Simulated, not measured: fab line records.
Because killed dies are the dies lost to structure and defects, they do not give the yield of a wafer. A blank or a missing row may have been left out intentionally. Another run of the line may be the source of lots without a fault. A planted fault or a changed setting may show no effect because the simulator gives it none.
Which tool is to blame? + flow rit_cmos + 15 lots, 45 wafers sampled, at 6 steps of a route of 202

WHAT EACH GAUGE READ, for each wafer
RIT_GATE_THK_MEAS_09. Usual: GATE_POLY_THK typically reads 248.0 nm, with standard deviation 2.2.
| lot  | measured    | on            | GATE_POLY_THK (nm) | flag |
|------|-------------|---------------|--------------------|------|
| L779 | day 2 11:47 | film_metro-04 | 247.6 246.4 249.1  |      |
| L781 | day 2 22:23 | film_metro-04 | 250.5 251.9 251.6  |      |
| L782 | day 3 02:53 | film_metro-04 | 247.3 244.9 248.2  |      |
| L783 | day 3 07:03 | film_metro-02 | 249.1 248.2 247.9  |      |
| L784 | day 3 13:29 | film_metro-03 | 248.0 244.8 244.4  |      |
| L787 | day 4 04:28 | film_metro-04 | 251.3 250.8 252.3  |      |
| L788 | day 4 08:25 | film_metro-02 | 244.7 247.4 246.8  |      |
| L789 | day 4 14:04 | film_metro-04 | 249.4 250.0 250.5  |      |
| L790 | day 4 17:44 | film_metro-04 | 187.2 190.0 185.1  | OFF  |
| L791 | day 5 01:41 | film_metro-04 | 185.3 187.7 184.4  | OFF  |
| L792 | day 5 08:13 | film_metro-02 | 184.6 184.5 183.2  | OFF  |
| L795 | day 5 20:58 | film_metro-02 | 252.1 247.2 250.3  |      |
| L797 | day 6 05:09 | film_metro-02 | 247.7 246.5 245.8  |      |
| L800 | day 7 00:52 | film_metro-02 | 247.2 247.2 245.1  |      |
| L801 | day 7 02:28 | film_metro-03 | 244.6 245.9 245.7  |      |

RIT_PLDD_OVL_MEAS_06. Usual: PLDD_OVL typically reads -1.6 nm, with standard deviation 1.6.
| lot  | measured    | on         | PLDD_OVL (nm)  | flag |
|------|-------------|------------|----------------|------|
| L779 | day 2 19:04 | overlay-02 | 1.5 0.9 0.5    |      |
| L781 | day 3 05:28 | overlay-02 | -1.2 -1.1 0.4  |      |
| L782 | day 3 10:06 | overlay-01 | -0.8 -0.8 -1.5 |      |
| L783 | day 3 13:56 | overlay-02 | -1.7 -2.7 -3.3 |      |
| L784 | day 3 20:33 | overlay-01 | -1.0 -2.3 -2.2 |      |
| L787 | day 4 11:37 | overlay-01 | -3.4 -4.2 -3.1 |      |
| L788 | day 4 15:29 | overlay-02 | -2.6 -1.8 -2.3 |      |
| L789 | day 4 21:11 | overlay-02 | 0.9 -0.2 0.1   |      |
| L790 | day 5 01:37 | overlay-01 | -1.1 -1.1 0.7  |      |
| L791 | day 5 08:56 | overlay-01 | -2.3 -3.2 -2.7 |      |
| L792 | day 5 16:10 | overlay-01 | -1.4 -3.8 -2.1 |      |
| L795 | day 6 04:10 | overlay-01 | -3.3 -2.3 -3.3 |      |
| L797 | day 6 12:24 | overlay-01 | -0.8 -2.7 -1.9 |      |
| L800 | day 7 08:41 | overlay-01 | 1.3 1.1 2.3    |      |
| L801 | day 7 10:41 | overlay-01 | -5.5 -4.9 -5.2 |      |

RIT_NSD_OVL_MEAS_06. Usual: NSD_OVL typically reads -1.0 nm, with standard deviation 1.3.
| lot  | measured    | on         | NSD_OVL (nm)   | flag |
|------|-------------|------------|----------------|------|
| L779 | day 2 23:15 | overlay-01 | 1.4 1.0 0.0    |      |
| L781 | day 3 09:23 | overlay-01 | -2.6 -2.4 -3.1 |      |
| L782 | day 3 14:10 | overlay-02 | -0.9 -0.3 0.6  |      |
| L783 | day 3 17:53 | overlay-01 | 0.5 -0.6 -1.5  |      |
| L784 | day 4 00:43 | overlay-01 | -0.3 0.4 0.9   |      |
| L787 | day 4 15:37 | overlay-01 | 0.8 -1.5 -0.9  |      |
| L788 | day 4 21:11 | overlay-01 | 0.2 -1.9 -1.8  |      |
| L789 | day 5 02:10 | overlay-02 | 1.1 1.0 1.4    |      |
| L790 | day 5 05:40 | overlay-01 | -1.8 -2.4 -0.7 |      |
| L791 | day 5 12:58 | overlay-01 | 0.6 0.9 -1.1   |      |
| L792 | day 5 20:05 | overlay-02 | -0.2 1.6 1.1   |      |
| L795 | day 6 08:13 | overlay-01 | -0.1 -0.5 -1.2 |      |
| L797 | day 6 16:31 | overlay-02 | -0.9 -3.2 -0.4 |      |
| L800 | day 7 12:40 | overlay-01 | -3.7 -3.3 -2.7 |      |
| L801 | day 7 14:59 | overlay-01 | 0.6 -1.6 -0.3  |      |

RIT_PSD_TW_MEAS_10. Usual: PSD_TW typically reads 3439, with standard deviation 28.
| lot  | measured    | on            | PSD_TW         | flag |
|------|-------------|---------------|----------------|------|
| L779 | day 3 01:21 | film_metro-04 | 3493 3461 3471 |      |
| L781 | day 3 11:20 | film_metro-01 | 3386 3394 3403 |      |
| L782 | day 3 16:05 | film_metro-03 | 3432 3472 3459 |      |
| L783 | day 3 19:58 | film_metro-01 | 3389 3405 3391 |      |
| L784 | day 4 02:46 | film_metro-03 | 3485 3487 3471 |      |
| L787 | day 4 17:41 | film_metro-01 | 3413 3398 3412 |      |
| L788 | day 4 23:15 | film_metro-04 | 3427 3431 3456 |      |
| L789 | day 5 04:14 | film_metro-03 | 3486 3466 3491 |      |
| L790 | day 5 07:35 | film_metro-04 | 3428 3462 3447 |      |
| L791 | day 5 15:02 | film_metro-04 | 3437 3433 3449 |      |
| L792 | day 5 22:08 | film_metro-01 | 3433 3424 3405 |      |
| L795 | day 6 10:10 | film_metro-03 | 3451 3465 3467 |      |
| L797 | day 6 18:36 | film_metro-04 | 3449 3448 3456 |      |
| L800 | day 7 14:48 | film_metro-03 | 3459 3473 3455 |      |
| L801 | day 7 17:01 | film_metro-01 | 3408 3407 3420 |      |

WHAT TOOL EACH LOT RAN ON (gives the tool, then ch and the chambers of the sampled wafers, and finally the start)
| lot  | RIT_GATE_CVD_08            | RIT_GATE_ETCH_19                |
|------|----------------------------|---------------------------------|
| L779 | lpcvd-01 ch 1, day 2 10:09 | rie_si-01 ch 0,3, day 2 13:07   |
| L781 | lpcvd-01 ch 0, day 2 20:45 | rie_si-01 ch 0,1,2, day 2 23:43 |
| L782 | lpcvd-01 ch 1, day 3 01:17 | rie_si-02 ch 0,1,3, day 3 04:12 |
| L783 | lpcvd-02 ch 1, day 3 05:26 | rie_si-01 ch 1,2, day 3 08:16   |
| L784 | lpcvd-02 ch 1, day 3 11:53 | rie_si-02 ch 0,2, day 3 14:43   |
| L787 | lpcvd-02 ch 1, day 4 02:50 | rie_si-01 ch 0,2,3, day 4 05:43 |
| L788 | lpcvd-02 ch 1, day 4 06:47 | rie_si-02 ch 2,3, day 4 09:37   |
| L789 | lpcvd-01 ch 0, day 4 11:38 | rie_si-01 ch 0,1,2, day 4 15:23 |
| L790 | lpcvd-02 ch 1, day 4 16:07 | rie_si-02 ch 0,1,3, day 4 18:57 |
| L791 | lpcvd-02 ch 1, day 5 00:04 | rie_si-01 ch 2,3, day 5 02:58   |
| L792 | lpcvd-02 ch 0, day 5 06:34 | rie_si-02 ch 0,1, day 5 09:24   |
| L795 | lpcvd-01 ch 1, day 5 19:19 | rie_si-01 ch 0,2, day 5 22:13   |
| L797 | lpcvd-01 ch 0, day 6 03:32 | rie_si-01 ch 0,1, day 6 06:29   |
| L800 | lpcvd-01 ch 1, day 6 23:14 | rie_si-02 ch 0,1,3, day 7 02:11 |
| L801 | lpcvd-01 ch 0, day 7 00:51 | rie_si-01 ch 0,1,3, day 7 03:41 |
- RIT_GATE_CVD_08: deposits poly-Si from SiH4, target thk 250 nm, time 2220 s.
- RIT_GATE_ETCH_19: etches poly-Si in SF6/CHF3/O2, stops on SiO2, time 165 s, target depth 312.5 nm.

AS READ BY THE TOOLS THEMSELVES (means over the sampled wafers that have a number; for cases with no such wafer, the mark the record gives instead)
RIT_GATE_CVD_08. Usual: 609.94 C for susceptor_temp_C, sd 0.27.
| lot  | tool     | susceptor_temp_C (C) | flag |
|------|----------|----------------------|------|
| L779 | lpcvd-01 | 609.99               |      |
| L781 | lpcvd-01 | 610.09               |      |
| L782 | lpcvd-01 | 609.96               |      |
| L783 | lpcvd-02 | 610.13               |      |
| L784 | lpcvd-02 | 609.88               |      |
| L787 | lpcvd-02 | 609.98               |      |
| L788 | lpcvd-02 | 609.99               |      |
| L789 | lpcvd-01 | 609.97               |      |
| L790 | lpcvd-02 | 609.77               |      |
| L791 | lpcvd-02 | 609.50               |      |
| L792 | lpcvd-02 | 609.95               |      |
| L795 | lpcvd-01 | 609.97               |      |
| L797 | lpcvd-01 | 610.00               |      |
| L800 | lpcvd-01 | 610.03               |      |
| L801 | lpcvd-01 | 609.98               |      |

RIT_GATE_ETCH_19. Usual: drypump_motor_current_A 5.8 A, standard deviation 0.55; oes_product_au 0.846 a.u., standard deviation 0.016; throttle_valve_pct 10.22 %, standard deviation 0.15.
| lot  | tool      | drypump_motor_current_A (A) | oes_product_au (a.u.) | throttle_valve_pct (%) | flag |
|------|-----------|-----------------------------|-----------------------|------------------------|------|
| L779 | rie_si-01 | 6.1                         | 0.870                 | 10.26                  |      |
| L781 | rie_si-01 | 5.8                         | 0.863                 | 10.11                  |      |
| L782 | rie_si-02 | 5.8                         | 0.836                 | 10.23                  |      |
| L783 | rie_si-01 | 5.7                         | 0.852                 | 10.17                  |      |
| L784 | rie_si-02 | 5.1                         | 0.829                 | 10.34                  |      |
| L787 | rie_si-01 | 6.1                         | 0.868                 | 10.18                  |      |
| L788 | rie_si-02 | 5.7                         | 0.821                 | 10.31                  |      |
| L789 | rie_si-01 | 5.8                         | 0.856                 | 10.11                  |      |
| L790 | rie_si-02 | 5.8                         | 0.692                 | 10.23                  | OFF  |
| L791 | rie_si-01 | 6.1                         | 0.709                 | 10.23                  | OFF  |
| L792 | rie_si-02 | 5.2                         | 0.695                 | 10.25                  | OFF  |
| L795 | rie_si-01 | 6.0                         | 0.853                 | 10.11                  |      |
| L797 | rie_si-01 | 5.8                         | 0.844                 | 10.06                  |      |
| L800 | rie_si-02 | 5.8                         | 0.840                 | 10.23                  |      |
| L801 | rie_si-01 | 5.9                         | 0.841                 | 10.19                  |      |

THE ANSWER, worked out from the rows above alone
Rule: a lot is off if the mean of its wafers that have a number lies more than 3 standard deviations from the usual mean. Also off: a lot with no number at a reading for which 4 or more lots have one. The other lots that the step has rows for count as sound. Order of review: gauges by route order, followed by the tools' own readings, for which a lot's mean as printed above is used. At the first step where some lot is off, the reading lying furthest off is the one used; lots without a number count as furthest.
Off: L790, L791, L792, seen at RIT_GATE_THK_MEAS_09 (GATE_POLY_THK).
If a tool, at a process step before that reading, ran all the lots that are off and no sound lot after the first of them, it fits. The gauges at RIT_GATE_THK_MEAS_09 aren't tried: what is off there is off at RIT_GATE_ETCH_19 too, on other tools, and a gauge's error can't cause that. One candidate fits, namely lpcvd-02 at RIT_GATE_CVD_08. A fault onset in the window from L788 (day 4 06:47, its last sound lot) to L790 (day 4 16:07, its first lot off) fits.

WHAT THE SIMULATOR PUT IN
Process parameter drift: lpcvd-02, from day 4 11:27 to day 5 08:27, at RIT_GATE_CVD_08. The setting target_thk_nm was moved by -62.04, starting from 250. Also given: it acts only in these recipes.
Struck lots among those shown: L790, L791, L792. The rule given above showed the same thing.
